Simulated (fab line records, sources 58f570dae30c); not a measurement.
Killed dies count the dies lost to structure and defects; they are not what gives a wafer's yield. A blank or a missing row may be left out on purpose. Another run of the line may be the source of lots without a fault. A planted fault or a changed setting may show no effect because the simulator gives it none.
Split-lot experiment    flow berkeley_cmos170    23 wafers read from 5 lots, route of 331 steps

== SPLIT DETAILS ==
At UCB170_M1_EXPOSE_06 (exposes mask METAL1, target cd 700 nm), the setting dose_mj was moved away from the recipe's 21 on 7 of the 23 wafers read, by -7.3% to +4.6%. For the rest of the wafers, this setting stayed at what the recipe calls for.

== FROM THE SPLIT TO THE READING: what the file shows between them, 6 steps ==
- UCB170_M1_PEB_07
- UCB170_M1_DEVELOP_08: develop time 45 s
- UCB170_M1_CD_MEAS_09: target cd 700 nm
- UCB170_M1_ETCH_11: etches BARC in N2/H2
- UCB170_M1_METAL_ETCH_12: etches Al in Cl2/BCl3, stops on PSG, target depth 780 nm, time 130 s (also split here: bias_w)
- UCB170_M1_STRIP_13: strips in O2

== THE READING ==
Shown in nm: cd_nm at UCB170_M1_CD_MEAS_90, with target cd 700 nm. Fault-free wafers of this fab line usually give 699.4 nm, standard deviation 2 nm.

wafer   tool, chamber at the split  dose_mj as run  against the recipe  cd_nm, nm  against lot-mates on the recipe
L076.1  krf_scanner-02, 0           19.46           -7.3%               713.3      +13.3
L076.2  krf_scanner-02, 0           21              recipe              699.2      -
L076.3  krf_scanner-02, 0           21              recipe              700.1      -
L076.4  krf_scanner-02, 0           19.46           -7.3%               710.5      +10.5
L076.6  krf_scanner-02, 0           21              recipe              700.8      -
L075.4  krf_scanner-01, 0           21              recipe              699.0      -
L075.5  krf_scanner-01, 0           21              recipe              697.7      -
L075.6  krf_scanner-01, 0           21              recipe              700.7      -
L079.1  krf_scanner-01, 0           21              recipe              700.0      -
L079.2  krf_scanner-01, 0           20.6            -1.9%               707.7      +6.1
L079.3  krf_scanner-01, 0           21              recipe              702.6      -
L079.5  krf_scanner-01, 0           20.6            -1.9%               705.9      +4.3
L079.6  krf_scanner-01, 0           21              recipe              702.2      -
L083.1  krf_scanner-01, 0           21              recipe              696.7      -
L083.2  krf_scanner-01, 0           21.96           +4.6%               689.1      -7.9
L083.3  krf_scanner-01, 0           21.96           +4.6%               687.6      -9.4
L083.5  krf_scanner-01, 0           21              recipe              697.3      -
L083.6  krf_scanner-01, 0           21.96           +4.6%               688.3      -8.7
L085.1  krf_scanner-01, 0           21              recipe              697.4      -
L085.2  krf_scanner-01, 0           21              recipe              694.4      -
L085.3  krf_scanner-01, 0           21              recipe              699.0      -
L085.4  krf_scanner-01, 0           21              recipe              696.9      -
L085.6  krf_scanner-01, 0           21              recipe              696.9      -

FIT RESULTS
A straight line over all 23 wafers: cd_nm changes by -2.06 nm for each +1% of dose_mj; r = -0.93; the points scatter about the line by 2.4 nm.
The same after taking each lot's own level away (the mean of its wafers on the recipe; 23 wafers): -1.76 nm for each +1%; r = -0.97; scatter 1.3 nm.
According to that fit, moving dose_mj by its largest amount changes the reading by 13 nm.
Across the lots, their own levels run from 696.92 to 701.60 nm, a range of 2.3 times the standard deviation given above.
So the slope is not independent of the lot-to-lot level: the two fits are not the same.
Check: +12.7 nm against its lot-mates is what the line predicts for one of the wafers moved furthest among these (-7.3%) when that wafer is left out of the fit. Against them it came out at +13.3 nm.

== THESE WAFERS: OTHER SPLITS ==
Before the reading, these wafers also passed through other splits. Each is held against what the fit with the lots' levels taken away leaves over:
other split on the same wafers        wafers away from the commonest value  r with cd_nm (lot level and that fit taken away)
UCB170_CONTACT_COAT_10 resist_thk_nm  7                                     +0.50
UCB170_M1_METAL_ETCH_12 bias_w        9                                     -0.15

== THE WHOLE CHAIN: every reading that the file lists as answering this split, in the file's order ==
step                  what it does          reading                                                    change (the file's fit)               r (the file's)
UCB170_M1_CD_MEAS_09  target cd 700 nm      cd_nm                                                      -1.83 nm for each +1% of the setting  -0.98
UCB170_M1_ETCH_11     etches BARC in N2/H2  M1.cd_nm (the simulator's own value, which no gauge read)  -1.78 nm for each +1% of the setting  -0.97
UCB170_M1_CD_MEAS_90  target cd 700 nm      cd_nm                                                      -1.74 nm for each +1% of the setting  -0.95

== FILE'S OWN FIT ==
cd_nm changes by -1.74 nm for each +1% of dose_mj, r = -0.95.
